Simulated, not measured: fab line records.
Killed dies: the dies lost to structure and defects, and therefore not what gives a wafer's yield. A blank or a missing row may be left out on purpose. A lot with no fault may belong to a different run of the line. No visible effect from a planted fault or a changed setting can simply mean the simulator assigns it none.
Problem report in the 8D (eight disciplines) form, filled by code + flow rit-cmos + the parts of the form that need people (team, actions taken, sign-off) are left out

1. PROBLEM STATEMENT
CONTACT_TEOS_THK at RIT_CONTACT_THK_MEAS_01 reads a mean of 319 nm on 1 wafer of 1 lot; wafers without a fault read 400 nm with a standard deviation of 5.2. That is -16 standard deviations from the usual mean.
First seen on wafer L817.4, day 6 03:28, on film-metro-03. The record holds 39 wafers of 13 lots with a number at this step. The rule behind "out" and "out of limits": a value lying over 4 standard deviations away from the usual mean. The other wafers with a number count as sound.

2. WHAT THIS IS AND IS NOT
| question                    | is               | is not                                                                                 |
|-----------------------------|------------------|----------------------------------------------------------------------------------------|
| which readings at this step | CONTACT_TEOS_THK | -                                                                                      |
| which lots                  | L817             | L804, L805, L807, L808, L809, L810, L811, L813, L822, L824, L825, L826                 |
| which wafers of those lots  | L817.4           | L817.3, L817.5                                                                         |
| read on which gauges        | film-metro-03    | film-metro-01, film-metro-02                                                           |
| when                        | from day 6 03:28 | up to then (26 sound wafers); but 12 sound wafers of L822, L824, L825, L826 came after |

3. SUSPECTS, AND WHAT RULES EACH OUT
Counting: a tool at a process step up to the reading stays a suspect if it ran every lot that is out. Sound lots after the first of them don't rule it out here, since some wafers of a struck lot are sound.
- the gauge at RIT_CONTACT_THK_MEAS_01: kept. All the wafers that are out were read on film-metro-03, and no step on other tools shows them out.
- pecvd-01 at RIT_CONTACT_CVD_00 (deposits SiO2 from TEOS, target thk 400 nm, time 61 s): kept. The lot that is out, L817, ran on it at day 6 03:23; the last sound lot it ran before that was L810, at day 5 01:51.
- The sound lot-mates ran in chamber 0 of pecvd-01 at RIT_CONTACT_CVD_00, but the wafers that are out ran in chamber 2.
What counting leaves: pecvd-01 at RIT_CONTACT_CVD_00 and film-metro-03 at RIT_CONTACT_THK_MEAS_01.

4. THE CAUSE (what the simulator had put in)
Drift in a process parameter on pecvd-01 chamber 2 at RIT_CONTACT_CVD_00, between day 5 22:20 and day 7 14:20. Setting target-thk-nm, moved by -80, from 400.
Counting leaves 2 suspects; this tool is one of them.

5. THE CHAIN OF EFFECTS, in route order
One row per reading whose mean, taken over the struck wafers that have a number, lies over 3 standard deviations from the usual. Only readings whose record carries a usual standard deviation are examined. hours: median over the lots of the time between each lot's start at the first step of this table that gives one and its start at this step. sigmas: the change, counted in usual standard deviations.
| hours | step                    | reading          | usual  | on struck wafers | change | sigmas |
|-------|-------------------------|------------------|--------|------------------|--------|--------|
| 0     | RIT_CONTACT_THK_MEAS_01 | CONTACT_TEOS_THK | 400 nm | 319              | -81    | -16    |

6. WHAT WOULD HAVE CAUGHT IT SOONER
The first out-of-limits reading at a measuring or inspecting step in this record came at day 6 03:28, 5 hours after the fault's start at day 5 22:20.
No tool reading at RIT_CONTACT_CVD_00 that has a usual standard deviation in the record was out on any struck wafer, so an alarm limit of 4 standard deviations on those readings would not have fired.
The start of RIT_CONTACT_CVD_00 on pecvd-01 came by day 6 03:28 for every one of the lots that are out (1). Tool hold at that time: it would have spared none of them.
